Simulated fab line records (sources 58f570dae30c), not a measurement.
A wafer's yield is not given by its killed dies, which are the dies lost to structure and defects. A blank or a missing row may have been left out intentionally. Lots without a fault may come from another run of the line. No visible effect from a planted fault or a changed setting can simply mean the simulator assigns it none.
2 desks looking at one fault / flow berkeley_cmos170 / every desk sees just its own numbers, and what lay behind them comes last

AT THE METROLOGY DESK
What the gauges read, lot by lot, whatever tool the lot ran on: means of the sampled wafers that have a number. If a lot's mean is further than 4 standard deviations from the usual mean, the lot is out of limits and carries the mark OUT (the distance appears in the brackets).
Columns: A = cd_nm at UCB170_V2_CD_MEAS_12, usual 699.4 nm; B = V2_OVL at UCB170_V2_OVL_MEAS_13, usual 3 nm
lot=L498; first seen here=day 8 11:22; A=700.9; B=6
lot=L499; first seen here=day 8 16:08; A=699.6; B=0
lot=L500; first seen here=day 9 01:20; A=700.6; B=1
lot=L503; first seen here=day 9 10:38; A=699.1; B=3
lot=L505; first seen here=day 10 05:09; A=698.4; B=5
lot=L509; first seen here=day 10 22:38; A=698.9; B=0
lot=L513; first seen here=day 12 02:41; A=699.3; B=0
lot=L512; first seen here=day 12 04:58; A=699.1; B=4
lot=L516; first seen here=day 13 15:01; A=697.6; B=-1
lot=L517; first seen here=day 13 18:37; A=700.8; B=-3
lot=L519; first seen here=day 14 06:06; A=699.7; B=12
lot=L518; first seen here=day 14 06:16; A=699.9; B=4
lot=L521; first seen here=day 14 08:38; A=698.1; B=7
lot=L520; first seen here=day 14 09:20; A=700.4; B=-1
This desk found nothing out of limits on any of the 14 lots.

THE TOOL OWNER'S DESK: rie_diel-03
The tool's own readings at UCB170_V2_ETCH_14 (etches SiO2 in CHF3/CF4/Ar, stops on Al, target depth 1250 nm, time 291 s): means of the sampled wafers that have a number, for each lot that ran on this tool. If a lot's mean is further than 4 standard deviations from the usual mean, the lot is out of limits and carries the mark OUT (the distance appears in the brackets).
Columns: A = drypump_motor_current_A at UCB170_V2_ETCH_14, usual 5.8 A; B = oes_product_au at UCB170_V2_ETCH_14, usual 0.874 a.u.; C = rf_fwd_power_W at UCB170_V2_ETCH_14, usual 698.5 W; D = throttle_valve_pct at UCB170_V2_ETCH_14, usual 6.90 %
lot=L498; first seen here=day 8 11:31; A=5.8; B=0.853; C=698.4; D=6.97
lot=L499; first seen here=day 8 16:15; A=5.7; B=0.867; C=700.1; D=6.90
lot=L500; first seen here=day 9 01:27; A=5.5; B=0.874; C=696.8; D=6.91
lot=L503; first seen here=day 9 10:48; A=5.7; B=0.865; C=700.0; D=6.90
lot=L505; first seen here=day 10 05:17; A=5.5; B=0.876; C=612.3 (-34) OUT; D=6.91
lot=L509; first seen here=day 10 22:50; A=5.5; B=0.873; C=617.7 (-32) OUT; D=6.89
lot=L518; first seen here=day 14 06:25; A=5.5; B=0.875; C=698.9; D=6.91
This desk finds L505, L509 out of limits, L505 being first, at day 10 05:17 (rf_fwd_power_W at UCB170_V2_ETCH_14). L498, L499, L500, L503, L518 stayed within limits.

TAKEN TOGETHER
The tool owner's desk could have raised an alarm at day 10 05:17, on L505, L509.
The metrology desk saw nothing out of limits.
The metrology desk holds a record of L505, L509, inside its limits.
UCB170_V2_ETCH_14 was run on rie_diel-03 by each of the lots named.

WHAT HAD BEEN PUT IN BY THE SIMULATOR
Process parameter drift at UCB170_V2_ETCH_14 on rie_diel-03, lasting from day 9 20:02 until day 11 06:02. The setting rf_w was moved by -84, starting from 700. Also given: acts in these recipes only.
Lots struck among those shown: L505, L509.
Delay in hours, fault start to first out-of-limits reading, by desk: the tool owner's desk at 9.
